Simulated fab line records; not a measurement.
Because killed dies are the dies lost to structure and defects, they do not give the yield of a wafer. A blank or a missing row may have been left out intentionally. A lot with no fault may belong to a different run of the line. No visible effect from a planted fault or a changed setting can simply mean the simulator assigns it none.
Comparing a struck lot with a sound one ; flow berkeleyCmos170 ; 21 out of 331 route steps
Sound: wafers L250.2, L250.3, L250.6. Wafers struck: L257.1, L257.2, L257.5. The cause is named last.
Each step with rows lists, per side, the tool, then ch with its chambers, then its first start. Under that, the readings that differ: sound wafers ; struck wafers ; difference of the means ; sigmas: that difference in standard deviations of wafers without a fault.
alike: readings with means less than 2 such deviations apart, plus words and numbers identical on both sides. not compared: withheld readings, readings lacking a value on some wafer, bounds such as >300 that could conceal the same value, and numbers that have no deviation in the record and whose values overlap.
Wherever a step has rows on one side only, a row that says differs or no value, or a row with sigmas, the two part there. Numbers that have no deviation but don't overlap get no sigmas and don't part them. A reading missing from all wafers of one side parts the sides only when that side holds two or more wafers.

UCB170_M2_SPUTTER_01: material Al, target thk 900 nm, time 120 s.
  struck on pvdSputter-04, day 11 04:56; sound on pvdSputter-01, day 9 00:35
  alike: throttleValvePct
UCB170_M2_RS_MEAS_02: the measuring method here is four-point-probe.
  struck on filmMetro-01, day 11 05:01; sound on filmMetro-02, day 9 00:42
  alike: M2_AL_RS
UCB170_M2_THK_MEAS_03: measures by xrf.
  struck on filmMetro-01, day 11 05:08; sound on filmMetro-02, day 9 00:49
  alike: M2_AL_THK
then, 3 steps without rows for these wafers: UCB170_M2_HMDS_04 (prime time 60 s); UCB170_M2_COAT_05 (resist thk 900 nm); UCB170_M2_SOFTBAKE_06 (time 60 s).
UCB170_M2_STRIP_07: strips in O2.
  sound on plasmaAsher-04 ch 0,1, day 9 01:19; struck on plasmaAsher-01 ch 0,1, day 11 05:39
reading;sound;struck;difference;sigmas
drypumpMotorCurrentA (A);5.2 5.9 5.2;6.2 6.3 6.2;+0.8;+2
  alike: o2FlowSccm, oesProductAu, stripTimeToEndpointS
  not compared: rfHoursCounterH
then, 5 steps without rows for these wafers: UCB170_M2_STRIP_08 (strips KrF in DMSO, time 600 s); UCB170_M2_COAT_09; UCB170_M2_COAT_10 (resist thk 900 nm); UCB170_M2_SOFTBAKE_11 (time 60 s); UCB170_M2_EXPOSE_12 (exposes mask METAL2, target cd 700 nm).
UCB170_M2_PEB_13:
  sound on lithoTrack-01 ch 0, day 9 02:29; struck on lithoTrack-01 ch 0, day 11 06:50
reading;sound;struck;difference;sigmas
heaterPowerTotalW (W);56.82 56.68 56.77;48.51 48.44 48.42;-8.30;-99 or more
plateTempC (C);129.88 130.22 129.96;115.01 115.19 114.95;-14.97;-99 or more
then, 1 step without rows for these wafers: UCB170_M2_DEVELOP_14 (develop time 45 s).
UCB170_M2_CD_MEAS_15 targets a cd of 700 nm.
  struck on cdSem-02, day 11 07:19; sound on cdSem-02, day 9 02:45
reading;sound;struck;difference;sigmas
cdNm (nm);698.9 700.0 701.2;880.0 880.8 879.2;+180.0;+99 or more
UCB170_M2_OVL_MEAS_16:
  struck on overlay-02, day 11 07:26; sound on overlay-02, day 9 02:52
  alike: M2_OVL
UCB170_M2_ETCH_17: etches BARC in N2/H2.
  sound on rieDiel-02 ch 0,1,3, day 9 02:53; struck on rieDiel-02 ch 2,3, day 11 07:28
reading;sound;struck;difference;sigmas
model.M2.cdNm (nm);699 700.3 701.1;881 880.6 880;+180;
  alike: drypumpMotorCurrentA, oesProductAu, throttleValvePct
UCB170_M2_METAL_ETCH_18: etches Al in Cl2/BCl3, stops on SiO2, target depth 1170 nm, time 195 s.
  sound on rieMetal-02 ch 1, day 9 02:59; struck on rieMetal-01 ch 0,1, day 11 07:31
reading;sound;struck;difference;sigmas
model.M2.cdNm (nm);698.9 699.3 701.1;883.8 877.8 884;+182.1;
  alike: drypumpMotorCurrentA, oesProductAu, throttleValvePct
  not compared: rfHoursCounterH
UCB170_M2_STRIP_19: strips in O2.
  sound on plasmaAsher-02 ch 1, day 9 03:19; struck on plasmaAsher-04 ch 0,1, day 11 07:42
reading;sound;struck;difference;sigmas
drypumpMotorCurrentA (A);6.2 6.2 6.2;5.9 5.2 5.2;-0.8;-2
oesProductAu (a.u.);0.513 0.509 0.509;0.547 0.580 0.553;+0.050;+3
  alike: o2FlowSccm
  not compared: rfHoursCounterH
UCB170_M2_CD_MEAS_90 targets a cd of 700 nm.
  struck on cdSem-02, day 11 07:48; sound on cdSem-02, day 9 03:26
reading;sound;struck;difference;sigmas
cdNm (nm);699 699 701;884 878 884;+182;+49
UCB170_M3_PROBE_99:
  sound wafers here have rows in the record (prober-01, day 9 11:04); struck ones have none

== WHERE THEY PART ==
Earliest at UCB170_M2_STRIP_07; latest, in this record, at UCB170_M3_PROBE_99.

WHY: whatever the simulator had introduced
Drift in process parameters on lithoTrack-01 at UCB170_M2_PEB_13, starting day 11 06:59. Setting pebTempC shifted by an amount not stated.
